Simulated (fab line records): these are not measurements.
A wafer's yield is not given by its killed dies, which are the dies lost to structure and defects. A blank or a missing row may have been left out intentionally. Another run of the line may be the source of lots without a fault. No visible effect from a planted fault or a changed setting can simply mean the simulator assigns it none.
A struck lot beside a sound one | flow ritCmos | 16 steps out of a route of 202
Sound: these wafers, L556.2, L556.5, L556.6. Wafers L565.1, L565.2, L565.3 were the ones struck. The cause is given at the end.
Per side, at each step with rows, come the tool, then ch with its chambers, and then its first start. Under that, the readings that differ: sound wafers | struck wafers | difference of the means | sigmas: that difference in standard deviations of wafers without a fault.
alike: readings whose means differ by less than 2 such deviations, and words and numbers that are the same on both sides. not compared: withheld readings, readings that some wafer has no value for, bounds like >300 that may hide the same value, and numbers for which the record gives no deviation and whose values overlap.
Wherever a step has rows on one side only, a row that says differs or no value, or a row with sigmas, the two part there. Numbers that have no deviation but don't overlap get no sigmas and don't part them. A reading that every wafer of one side lacks parts them only if that side has two wafers or more.

first, 4 steps without rows for these wafers: RIT_ACTIVE_SOFTBAKE_07 (time 60 s); RIT_ACTIVE_EXPOSE_08 (exposes mask M1, target cd 1400 nm); RIT_ACTIVE_PEB_09; RIT_ACTIVE_DEVELOP_10 (develop time 50 s).
RIT_ACTIVE_CD_MEAS_11: target cd 1400 nm.
  sound on cdSem-01, day 2 10:35; struck on cdSem-02, day 4 07:26
  alike: cdNm
then, 1 step without rows for these wafers: RIT_ACTIVE_HARDBAKE_12 (time 60 s).
RIT_ACTIVE_ETCH_13: etches Si3N4 in SF6, stops on SiO2, time 210 s, target depth 210 nm.
  sound on rieDiel-03 ch 0,1,2, day 2 10:50; struck on rieDiel-03 ch 0,1,3, day 4 07:43
  alike: drypumpMotorCurrentA, oesProductAu, throttleValvePct
  not compared: rfHoursCounterH
RIT_ACTIVE_STRIP_14: strips in O2, time 180 s.
  sound on plasmaAsher-02 ch 0,1, day 2 10:58; struck on plasmaAsher-03 ch 0,1, day 4 07:50
  alike: drypumpMotorCurrentA
  not compared: rfHoursCounterH
RIT_ACTIVE_CD_MEAS_90: target cd 1400 nm.
  sound on cdSem-01, day 2 11:10; struck on cdSem-02, day 4 08:01
  alike: cdNm
then, 3 steps without rows for these wafers: RIT_ACTIVE_CLEAN_15 (cleans in SC1, time 600 s); RIT_ACTIVE_CLEAN_16 (cleans in dHF, time 30 s); RIT_ACTIVE_CLEAN_17 (cleans in SC2, time 600 s).
RIT_FOX1_OXIDATION_00: target thk 350.7 nm, ox time 1130 s.
  sound on furnace-01 ch 0, day 2 12:10; struck on furnace-02 ch 0, day 4 09:00
reading                                    | sound                | struck               | difference | sigmas
spikeTcCentreC (C)                         | 1101.9 1103.0 1103.9 | 1078.5 1079.4 1076.2 | -24.9      | -25
spikeTcLoadC (C)                           | 1129.8 1131.4 1133.2 | 1102.5 1103.1 1103.3 | -28.5      | -19
spikeTcSourceC (C)                         | 1130.5 1129.2 1130.1 | 1099.5 1100.2 1100.9 | -29.7      | -14
tubeCenterTempC (C)                        | 1100.2 1099.8 1099.9 | 1074.8 1075.1 1075.1 | -25.0      | -99 or more
tube_center_temp_C_max                     | 1102.5 1102.2 1102.9 | 1077.5 1078.4 1077.7 | -24.7      | -55
zonePowerLoadPct (%)                       | 41.3 42.2 40.3       | 38.7 38.6 39.0       | -2.5       | -3
model.SiO2_of_FOX1_OXIDATION_00.thkNm (nm) | 357.6 355.4 355.7    | 314.9 314.5 310.6    | -42.9      | 
RIT_FOX1_THK_MEAS_01:
  sound on filmMetro-01, day 2 13:30; struck on filmMetro-01, day 4 10:19
reading             | sound       | struck      | difference | sigmas
FOX1_OXIDE_THK (nm) | 358 355 356 | 315 315 311 | -43        | -6
then, 1 step without rows for these wafers: RIT_FOX1_WET_ETCH_02 (etches SiO2 in BOE, target depth 350 nm, time 390 s).
RIT_M1_PROBE_99:
  sound on prober-01, day 4 04:38; struck on prober-02, day 6 01:28
reading                           | sound          | struck         | difference | sigmas
model.etest.nplusSal.widthNm (nm) | 3424 3433 3432 | 3509 3483 3486 | +63        | 
model.etest.pplusSal.widthNm (nm) | 3410 3431 3437 | 3507 3487 3487 | +68        | 
model.etest.nldd.widthNm (nm)     | 3171 3192 3172 | 3206 3214 3230 | +38        | 
model.etest.pldd.widthNm (nm)     | 3175 3160 3197 | 3212 3216 3213 | +36        | 
  alike: killedAtFrontEnd, killedDies, killedOpen, killedShort

## WHERE THEY PART
Earliest at RIT_FOX1_OXIDATION_00; latest, in this record, at RIT_FOX1_THK_MEAS_01. Later steps at which nothing parts them and some readings are alike: RIT_M1_PROBE_99.

WHY: what had been put in by the simulator
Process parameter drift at RIT_FOX1_OXIDATION_00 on furnace-02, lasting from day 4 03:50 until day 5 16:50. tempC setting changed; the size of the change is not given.
